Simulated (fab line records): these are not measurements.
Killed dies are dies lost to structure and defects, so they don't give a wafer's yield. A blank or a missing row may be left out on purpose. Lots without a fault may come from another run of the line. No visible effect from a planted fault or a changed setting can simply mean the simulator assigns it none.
A lot that was struck, set against a sound lot || flow rit cmos || 44 steps out of a route of 202
Sound: the wafers L726.1, L726.2, L726.3. Wafers L719.1, L719.3, L719.4 were the ones struck. The cause comes at the end.
Order at every step that has rows: each side's tool, ch and its chambers, its first start. Under that, the readings that differ: sound wafers || struck wafers || difference of the means || sigmas: that difference in standard deviations of wafers without a fault.
alike: readings whose means differ by less than 2 such deviations, and words and numbers that are the same on both sides. not compared: withheld readings, readings that some wafer has no value for, bounds like >300 that may hide the same value, and numbers for which the record gives no deviation and whose values overlap.
The two part at a step that has a row with sigmas, a row that says differs or no value, or rows on one side only. Numbers that have no deviation but don't overlap get no sigmas and don't part them. A reading that every wafer of one side lacks parts them only if that side has two wafers or more.

first, 1 step without rows for these wafers: RIT_ACTIVE_DEVELOP_10 (develop time 50 s).
RIT_ACTIVE_CD_MEAS_11: the cd target is 1400 nm.
  struck on cd sem-02, day 4 13:08; sound on cd sem-02, day 6 01:32
  alike: cd nm
then, 1 step without rows for these wafers: RIT_ACTIVE_HARDBAKE_12 (time 60 s).
RIT_ACTIVE_ETCH_13: etches Si3N4 in SF6, stops on SiO2, time 210 s, target depth 210 nm.
  sound on rie diel-03 ch 1,2,3, day 6 01:48; struck on rie diel-04 ch 0,1,2, day 4 13:24
  alike: drypump motor current A, oes product au, throttle valve pct
  not compared: rf hours counter h
RIT_ACTIVE_STRIP_14: strips in O2, time 180 s.
  sound on plasma asher-04 ch 0,1, day 6 01:56; struck on plasma asher-03 ch 0,1, day 4 13:32
  alike: drypump motor current A, o2 flow sccm
  not compared: rf hours counter h
RIT_ACTIVE_CD_MEAS_90: the cd target is 1400 nm.
  struck on cd sem-02, day 4 13:42; sound on cd sem-01, day 6 02:07
  alike: cd nm
then, 4 steps without rows for these wafers: RIT_ACTIVE_CLEAN_15 (cleans in SC1, time 600 s); RIT_ACTIVE_CLEAN_16 (cleans in dHF, time 30 s); RIT_ACTIVE_CLEAN_17 (cleans in SC2, time 600 s); RIT_FOX1_OXIDATION_00 (target thk 350.7 nm, ox time 1130 s).
RIT_FOX1_THK_MEAS_01:
  struck on film metro-03, day 4 16:02; sound on film metro-01, day 6 03:55
  alike: FOX1_OXIDE_THK
then, 1 step without rows for these wafers: RIT_FOX1_WET_ETCH_02 (etches SiO2 in BOE, target depth 350 nm, time 390 s).
RIT_FOX2_OXIDATION_00: target thk 350.7 nm, ox time 1130 s.
  sound on furnace-03 ch 0, day 6 04:44; struck on furnace-04 ch 0, day 4 16:13
{"reading": "spike tc centre C (C)", "sound": "1102.3 1101.8 1102.4", "struck": "1109.7 1109.9 1111.0", "difference": "+8.0", "sigmas": "+5"}
{"reading": "spike tc source C (C)", "sound": "1125.4 1126.5 1127.5", "struck": "1132.5 1132.0 1129.6", "difference": "+4.9", "sigmas": "+2"}
{"reading": "model.SiO2_of_FOX2_OXIDATION_00.thk nm (nm)", "sound": "355 349.9 357", "struck": "364.2 368.6 366.9", "difference": "+12.6", "sigmas": ""}
  alike: spike tc load C
RIT_FOX2_THK_MEAS_01:
  struck on film metro-01, day 4 17:31; sound on film metro-04, day 6 06:04
{"reading": "FOX2_OXIDE_THK (nm)", "sound": "355 350 357", "struck": "364 368 367", "difference": "+12", "sigmas": "+2"}
then, 2 steps without rows for these wafers: RIT_FOX2_CLEAN_02 (cleans in dHF, time 180 s); RIT_FOX2_WET_ETCH_03 (etches Si3N4 in H3PO4, target depth 195 nm, time 2700 s).
RIT_FOX2_THK_MEAS_90:
  struck on film metro-04, day 4 18:24; sound on film metro-02, day 6 06:56
  alike: FIELD_OXIDE_LEFT_1_THK
then, 6 steps without rows for these wafers: RIT_NWELL_HMDS_00 (prime time 60 s); RIT_NWELL_COAT_01 (resist thk 1300 nm); RIT_NWELL_SOFTBAKE_02 (time 60 s); RIT_NWELL_EXPOSE_03 (exposes mask M2, target cd 43900 nm); RIT_NWELL_PEB_04; RIT_NWELL_DEVELOP_05 (develop time 68 s).
RIT_NWELL_OVL_MEAS_06:
  struck on overlay-01, day 4 19:32; sound on overlay-01, day 6 07:52
  alike: NWELL_OVL
then, 2 steps without rows for these wafers: RIT_NWELL_HARDBAKE_07 (time 120 s); RIT_NWELL_IMPLANT_08.
RIT_NWELL_STRIP_09: strips in O2, time 180 s.
  sound on plasma asher-02 ch 0,1, day 6 08:19; struck on plasma asher-01 ch 0,1, day 4 19:59
  alike: drypump motor current A, o2 flow sccm
  not compared: rf hours counter h
RIT_NWELL_TW_MEAS_10:
  struck on film metro-03, day 4 20:09; sound on film metro-02, day 6 08:29
  alike: NWELL_TW
then, 6 steps without rows for these wafers: RIT_PWELL_HMDS_00 (prime time 60 s); RIT_PWELL_COAT_01 (resist thk 1300 nm); RIT_PWELL_SOFTBAKE_02 (time 60 s); RIT_PWELL_EXPOSE_03 (exposes mask M3, target cd 43700 nm); RIT_PWELL_PEB_04; RIT_PWELL_DEVELOP_05 (develop time 68 s).
RIT_PWELL_OVL_MEAS_06:
  struck on overlay-02, day 4 21:05; sound on overlay-02, day 6 09:33
  alike: PWELL_OVL
then, 2 steps without rows for these wafers: RIT_PWELL_HARDBAKE_07 (time 120 s); RIT_PWELL_IMPLANT_08.
RIT_PWELL_STRIP_09: strips in O2, time 180 s.
  sound on plasma asher-04 ch 0,1, day 6 09:59; struck on plasma asher-02 ch 0,1, day 4 21:32
{"reading": "drypump motor current A (A)", "sound": "6.3 6.7 6.7", "struck": "5.2 5.2 6.1", "difference": -1.1, "sigmas": -2}
  alike: o2 flow sccm
  not compared: rf hours counter h
RIT_PWELL_TW_MEAS_10:
  struck on film metro-02, day 4 21:42; sound on film metro-03, day 6 10:10
  alike: PWELL_TW
then, 1 step without rows for these wafers: RIT_WELLDRIVE_ANNEAL_00 (time 14700 s).
RIT_WELLDRIVE_RS_MEAS_01: a four-point-probe measurement.
  struck on film metro-03, day 5 07:19; sound on film metro-04, day 6 18:12
  alike: NWELL_RS
RIT_WELLDRIVE_RS_MEAS_02: a four-point-probe measurement.
  struck on film metro-03, day 5 07:26; sound on film metro-04, day 6 18:19
  alike: PWELL_RS
RIT_SILICIDE_WET_ETCH_00: etches SiO2 in BOE, target depth 14 nm, time 15 s.
  sound on wet bench-02 ch 1, day 7 21:32; struck on wet bench-01 ch 0, day 6 06:50
{"reading": "model.SiO2_of_FOX2_OXIDATION_00.thk nm (nm)", "sound": "154.2 148.5 156.2", "struck": "164.1 169.2 168", "difference": "+14.1", "sigmas": ""}
RIT_M1_PROBE_99:
  struck on prober-02, day 6 13:37; sound on prober-01, day 8 04:58
{"reading": "model.etest.field n.vt v (V)", "sound": "35.22 34.5 35.52", "struck": "36.59 37.06 36.86", "difference": "+1.76", "sigmas": ""}
  alike: killed at contacts, killed at front end, killed dies, killed on rim, killed open, killed short

WHERE THEY PART
At RIT_FOX2_OXIDATION_00 first; at RIT_PWELL_STRIP_09 last (within this record only). Later steps at which nothing parts them and some readings are alike: RIT_PWELL_TW_MEAS_10, RIT_WELLDRIVE_RS_MEAS_01, RIT_WELLDRIVE_RS_MEAS_02, RIT_M1_PROBE_99.

WHY: the cause the simulator had injected
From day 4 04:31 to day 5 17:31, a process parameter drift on furnace-04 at RIT_FOX2_OXIDATION_00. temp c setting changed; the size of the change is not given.
